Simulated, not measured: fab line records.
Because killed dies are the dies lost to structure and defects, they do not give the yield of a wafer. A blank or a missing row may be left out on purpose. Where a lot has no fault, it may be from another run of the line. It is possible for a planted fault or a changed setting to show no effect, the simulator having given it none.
Which tool was responsible? | flow berkeley_cmos170 | 14 lots, 42 wafers sampled, at 4 steps of a route of 331

## WHAT THE GAUGES SHOWED, per wafer
UCB170_ACTIVE_THK_MEAS_06.
lot  | measured    | on            | ACTIVE_NITRIDE_THK (nm)
L496 | day 5 08:29 | film_metro-01 | 220.1 218.7 220.4
L497 | day 5 17:31 | film_metro-04 | 220.1 219.7 218.7
L498 | day 5 17:31 | film_metro-01 | 219.5 219.7 218.6
L499 | day 5 22:56 | film_metro-04 | 220.5 222.5 221.3
L502 | day 5 22:56 | film_metro-01 | 220.1 219.0 220.1
L503 | day 6 18:01 | film_metro-02 | 220.4 221.3 218.6
L510 | day 7 04:05 | film_metro-02 | 220.3 219.9 220.0
L507 | day 7 04:08 | film_metro-04 | 217.9 218.0 217.4
L509 | day 7 04:08 | film_metro-01 | 218.5 217.6 219.8
L508 | day 7 04:10 | film_metro-02 | 218.1 220.1 219.2
L511 | day 7 15:03 | film_metro-01 | 222.7 221.8 221.8
L513 | day 8 05:05 | film_metro-02 | 221.0 218.7 221.7
L516 | day 8 15:37 | film_metro-04 | 220.9 220.9 219.8
L517 | day 9 05:56 | film_metro-01 | 221.7 220.9 218.4

UCB170_NVT_TW_MEAS_09.
lot  | measured     | on            | NVT_TW
L496 | day 6 20:30  | film_metro-02 | 517 518 519
L497 | day 7 04:42  | film_metro-04 | 529 526 531
L498 | day 7 04:58  | film_metro-02 | 526 527 524
L499 | day 7 14:05  | film_metro-04 | 530 531 528
L502 | day 7 14:02  | film_metro-03 | 519 520 519
L503 | day 8 09:32  | film_metro-04 | 30 30 30
L510 | day 8 22:56  | film_metro-04 | 529 527 528
L507 | day 8 22:50  | film_metro-02 | 30 30 30
L509 | day 8 22:43  | film_metro-02 | 526 526 526
L508 | day 8 23:01  | film_metro-02 | 526 528 525
L511 | day 9 14:03  | film_metro-04 | 531 528 530
L513 | day 10 06:08 | film_metro-03 | 517 516 513
L516 | day 10 12:25 | film_metro-04 | 530 528 531
L517 | day 11 02:56 | film_metro-02 | 523 522 525

UCB170_GATE_CD_MEAS_90: target cd 350 nm.
lot  | measured     | on        | cd_nm (nm)
L496 | day 7 12:02  | cd_sem-02 | 349.5 350.8 349.3
L497 | day 7 20:34  | cd_sem-02 | 350.4 350.4 352.3
L498 | day 7 20:25  | cd_sem-02 | 346.3 346.0 347.8
L499 | day 8 05:36  | cd_sem-02 | 349.8 352.0 351.5
L502 | day 8 05:46  | cd_sem-02 | 348.6 350.5 350.6
L503 | day 9 08:59  | cd_sem-02 | 347.2 348.2 349.3
L510 | day 9 23:59  | cd_sem-02 | 350.6 349.0 348.2
L507 | day 9 23:50  | cd_sem-02 | 350.2 352.1 350.4
L509 | day 9 23:22  | cd_sem-02 | 347.9 348.5 349.1
L508 | day 9 23:41  | cd_sem-01 | 351.0 348.1 348.8
L511 | day 10 09:09 | cd_sem-02 | 351.2 349.4 349.0
L513 | day 11 04:31 | cd_sem-02 | 348.3 351.0 349.7
L516 | day 11 05:29 | cd_sem-01 | 349.5 350.9 351.7
L517 | day 11 19:31 | cd_sem-02 | 351.5 349.8 346.5

## EACH LOT AND THE TOOL THAT RAN IT (in order: tool; ch and the chambers of the sampled wafers; start)
lot  | UCB170_NVT_DEVELOP_05
L496 | litho_track-03 ch 0, day 6 20:00
L497 | litho_track-04 ch 0, day 7 04:00
L498 | litho_track-04 ch 0, day 7 04:00
L499 | litho_track-01 ch 0, day 7 13:00
L502 | litho_track-04 ch 0, day 7 13:00
L503 | litho_track-01 ch 0, day 8 09:00
L510 | litho_track-04 ch 0, day 8 22:00
L507 | litho_track-01 ch 0, day 8 22:00
L509 | litho_track-03 ch 0, day 8 22:00
L508 | litho_track-03 ch 0, day 8 22:00
L511 | litho_track-04 ch 0, day 9 13:00
L513 | litho_track-03 ch 0, day 10 05:00
L516 | litho_track-04 ch 0, day 10 12:00
L517 | litho_track-03 ch 0, day 11 02:00
- UCB170_NVT_DEVELOP_05: develop time 45 s.

## WHAT THE TOOLS THEMSELVES READ (means of the sampled wafers that have a number; where no wafer has one, the mark that the record gives instead)
UCB170_NVT_DEVELOP_05.
lot  | tool           | chill_plate_temp_C (C)
L496 | litho_track-03 | 23.10
L497 | litho_track-04 | 22.83
L498 | litho_track-04 | 22.90
L499 | litho_track-01 | 22.99
L502 | litho_track-04 | 23.06
L503 | litho_track-01 | 22.96
L510 | litho_track-04 | 23.03
L507 | litho_track-01 | 23.01
L509 | litho_track-03 | 22.90
L508 | litho_track-03 | 22.97
L511 | litho_track-04 | 22.95
L513 | litho_track-03 | 23.10
L516 | litho_track-04 | 23.11
L517 | litho_track-03 | 22.95

## THE ANSWER, worked out from the rows above alone
Rule: the lots themselves supply what counts as usual. The widest of any qualifying gaps counts: lots, ordered by their means at a reading, are off when they make up no more than a third of the lots, leave a main group of 4 or more, and stand apart from it by 3 or more times the standard deviation of that group's means. A main group is skipped when, at the precision printed for the reading in the tables above, its means are all equal. Also off: a lot with no number at a reading for which 4 or more lots have one. Where the step has rows for the other lots, those lots are counted as sound. The gauges are gone through in route order, then the tools' own readings, and for those a lot's mean is taken as printed above. The first step at which some lot is off is used, and at that step the reading that is off furthest; a lot without a number counts as furthest.
Off: at UCB170_NVT_TW_MEAS_09 (NVT_TW), L503, L507. The main group has a mean of 525 with a standard deviation of 4.7.
A tool fits if, at a process step before that reading, it ran every lot that is off, and no sound lot after the first of them. Those tools and the gauges at UCB170_NVT_TW_MEAS_09 are tried in the same way. One candidate fits, namely litho_track-01 at UCB170_NVT_DEVELOP_05. A fault onset in the window from L499 (day 7 13:00, its last sound lot) to L503 (day 8 09:00, its first lot off) fits.

## WHAT THE SIMULATOR HAD INSERTED
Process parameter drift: litho_track-01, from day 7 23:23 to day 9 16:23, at UCB170_NVT_DEVELOP_05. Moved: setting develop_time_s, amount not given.
Shown lots that were struck: L503, L507. The same result came from the rule above.
